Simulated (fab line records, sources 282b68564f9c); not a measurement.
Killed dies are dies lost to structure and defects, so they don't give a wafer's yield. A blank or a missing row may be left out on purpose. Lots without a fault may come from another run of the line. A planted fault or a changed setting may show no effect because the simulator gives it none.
A struck lot beside a sound one | flow rit_cmos | 16 steps out of a route of 202
Sound: wafers L687.2, L687.3, L687.4. Struck: wafers L699.1, L699.3, L699.4. The cause comes at the end.
At each step with rows: each side's tool, then ch and its chambers, then its first start. Under that, the readings that differ: sound wafers | struck wafers | difference of the means | sigmas: that difference in standard deviations of wafers without a fault.
alike: readings whose means differ by less than 2 such deviations, and words and numbers that are the same on both sides. not compared: withheld readings, readings that some wafer has no value for, bounds like >300 that may hide the same value, and numbers for which the record gives no deviation and whose values overlap.
The two part at a step that has a row with sigmas, a row that says differs or no value, or rows on one side only. Numbers that don't overlap but have no deviation are shown without sigmas and don't part them. A reading that every wafer of one side lacks parts them only if that side has two wafers or more.

first, 4 steps without rows for these wafers: RIT_ACTIVE_SOFTBAKE_07 (time 60 s); RIT_ACTIVE_EXPOSE_08 (exposes mask M1, target cd 1400 nm); RIT_ACTIVE_PEB_09; RIT_ACTIVE_DEVELOP_10 (develop time 50 s).
RIT_ACTIVE_CD_MEAS_11: target cd 1400 nm.
  sound on cd_sem-01, day 2 23:08; struck on cd_sem-01, day 5 09:18
  alike: cd_nm
then, 1 step without rows for these wafers: RIT_ACTIVE_HARDBAKE_12 (time 60 s).
RIT_ACTIVE_ETCH_13: etches Si3N4 in SF6, stops on SiO2, time 210 s, target depth 210 nm.
  sound on rie_diel-03 ch 0,1,3, day 2 23:31; struck on rie_diel-04 ch 1,3, day 5 09:34
  alike: chamber_pressure_mTorr, drypump_motor_current_A, oes_product_au, throttle_valve_pct
  not compared: rf_hours_counter_h
RIT_ACTIVE_STRIP_14: strips in O2, time 180 s.
  sound on plasma_asher-03 ch 0,1, day 2 23:38; struck on plasma_asher-03 ch 0,1, day 5 09:42
  alike: chamber_pressure_mTorr, drypump_motor_current_A
  not compared: rf_hours_counter_h
RIT_ACTIVE_CD_MEAS_90: target cd 1400 nm.
  sound on cd_sem-01, day 2 23:50; struck on cd_sem-02, day 5 09:53
  alike: cd_nm
then, 3 steps without rows for these wafers: RIT_ACTIVE_CLEAN_15 (cleans in SC1, time 600 s); RIT_ACTIVE_CLEAN_16 (cleans in dHF, time 30 s); RIT_ACTIVE_CLEAN_17 (cleans in SC2, time 600 s).
RIT_FOX1_OXIDATION_00: target thk 350.7 nm, ox time 1130 s.
  sound on furnace-01 ch 0, day 3 02:10; struck on furnace-01 ch 0, day 5 11:03
  reading                                     | sound           | struck            | difference | sigmas
  model.SiO2_of_FOX1_OXIDATION_00.thk_nm (nm) | 355.1 359.6 358 | 392.3 402.7 403.7 | +42.0      |
  alike: spike_tc_source_C
RIT_FOX1_THK_MEAS_01:
  sound on film_metro-02, day 3 03:29; struck on film_metro-03, day 5 12:22
  reading             | sound       | struck      | difference | sigmas
  FOX1_OXIDE_THK (nm) | 355 360 358 | 393 403 404 | +42        | +7
then, 1 step without rows for these wafers: RIT_FOX1_WET_ETCH_02 (etches SiO2 in BOE, target depth 350 nm, time 390 s).
RIT_M1_PROBE_99:
  sound on prober-01, day 4 23:41; struck on prober-01, day 7 09:11
  reading                             | sound          | struck         | difference | sigmas
  killed_at_M0_to_M3                  | 0 0 1          | 0 0 0          | +0         | -3
  model.etest.pldd.width_nm (nm)      | 3216 3222 3222 | 3114 3112 3109 | -108       |
  model.etest.nldd.width_nm (nm)      | 3202 3204 3213 | 3114 3110 3122 | -91        |
  model.etest.nplus_sal.width_nm (nm) | 3449 3455 3461 | 3392 3385 3417 | -57        |
  model.etest.pplus_sal.width_nm (nm) | 3454 3464 3490 | 3378 3382 3404 | -81        |
  alike: killed_at_front_end, killed_dies, killed_open, killed_short
  not compared: model.etest.poly_comb_over_steps.leak_log10_a_um

WHERE THEY PART
First at RIT_FOX1_THK_MEAS_01; last, within this record, at RIT_M1_PROBE_99.

WHY: what the simulator had put in
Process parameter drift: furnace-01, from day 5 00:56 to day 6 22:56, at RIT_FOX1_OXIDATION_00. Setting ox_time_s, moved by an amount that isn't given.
